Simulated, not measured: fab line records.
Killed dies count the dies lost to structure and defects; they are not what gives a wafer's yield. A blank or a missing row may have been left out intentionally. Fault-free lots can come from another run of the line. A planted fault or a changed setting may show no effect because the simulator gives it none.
Lot-split experiment ; flow berkeley cmos170 ; 23 wafers read across 5 lots, on a route 331 steps long

## SPLIT DETAILS
At UCB170_ACTIVE_CVD_05 (deposits Si3N4 from SiH2Cl2/NH3, target thk 220 nm, time 3300 s), the setting time s was moved away from the recipe's 3300 s on 15 of the 23 wafers read, by -9.7% to +5.5%. This setting was run at the recipe's value on the other wafers.

No step appears in the file between the split and the reading.

## THE READING
At UCB170_ACTIVE_THK_MEAS_06: ACTIVE_NITRIDE_THK, given in nm. On this fab line, fault-free wafers typically give 219.9 nm with a standard deviation of 2.4 nm.

wafer;tool, chamber at the split;time s as run, s;against the recipe;ACTIVE_NITRIDE_THK, nm;against lot-mates on the recipe
L076.1;-, -;2979;-9.7%;202.1;no lot-mate on the recipe
L076.2;-, -;2979;-9.7%;201.3;no lot-mate on the recipe
L076.4;-, -;2979;-9.7%;199.4;no lot-mate on the recipe
L076.5;-, -;2979;-9.7%;201.4;no lot-mate on the recipe
L076.6;-, -;2979;-9.7%;199.9;no lot-mate on the recipe
L078.1;-, -;3483;+5.5%;236.5;no lot-mate on the recipe
L078.2;-, -;3483;+5.5%;237.8;no lot-mate on the recipe
L078.3;-, -;3483;+5.5%;234.5;no lot-mate on the recipe
L078.5;-, -;3483;+5.5%;234.4;no lot-mate on the recipe
L078.6;-, -;3483;+5.5%;234.9;no lot-mate on the recipe
L077.1;-, -;3011;-8.8%;202.4;no lot-mate on the recipe
L077.2;-, -;3011;-8.8%;201.6;no lot-mate on the recipe
L077.3;-, -;3011;-8.8%;202.8;no lot-mate on the recipe
L077.4;-, -;3011;-8.8%;202.1;no lot-mate on the recipe
L077.6;-, -;3011;-8.8%;201.3;no lot-mate on the recipe
L079.1;-, -;3300;recipe;219.2;-
L079.2;-, -;3300;recipe;219.8;-
L079.3;-, -;3300;recipe;219.4;-
L079.5;-, -;3300;recipe;220.9;-
L079.6;-, -;3300;recipe;219.1;-
L084.2;lpcvd-02, 1;3300;recipe;219.7;-
L084.3;lpcvd-02, 1;3300;recipe;219.6;-
L084.4;lpcvd-02, 1;3300;recipe;219.2;-

FIT RESULTS
A straight line over all 23 wafers: ACTIVE_NITRIDE_THK changes by +2.22 nm for each +1% of time s; r = +0.99; the points scatter about the line by 1.8 nm.
Too few moved wafers with a lot-mate on the recipe to fit a line net of each lot's own level.

## THE WHOLE CHAIN: every reading that the file lists as answering this split, in the file's order
step;what it does;reading;change (the file's fit);r (the file's)
UCB170_ACTIVE_CVD_05;deposits Si3N4 from SiH2Cl2/NH3, target thk 220 nm, time 3300 s;Si3N4_of_ACTIVE_CVD_05.thk nm (the simulator's own value, which no gauge read);+2.22 nm for each +1% of the setting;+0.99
UCB170_ACTIVE_THK_MEAS_06;;ACTIVE_NITRIDE_THK;+2.22 for each +1% of the setting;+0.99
UCB170_ACTIVE_ETCH_15;etches Si3N4 in CH3F/Ar/O2, stops on SiO2, target depth 242 nm, time 151 s;etch.depth nm (the simulator's own value, which no gauge read);+2.28 nm for each +1% of the setting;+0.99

## FILE'S OWN FIT
ACTIVE_NITRIDE_THK changes by +2.22 nm for each +1% of time s, r = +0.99.
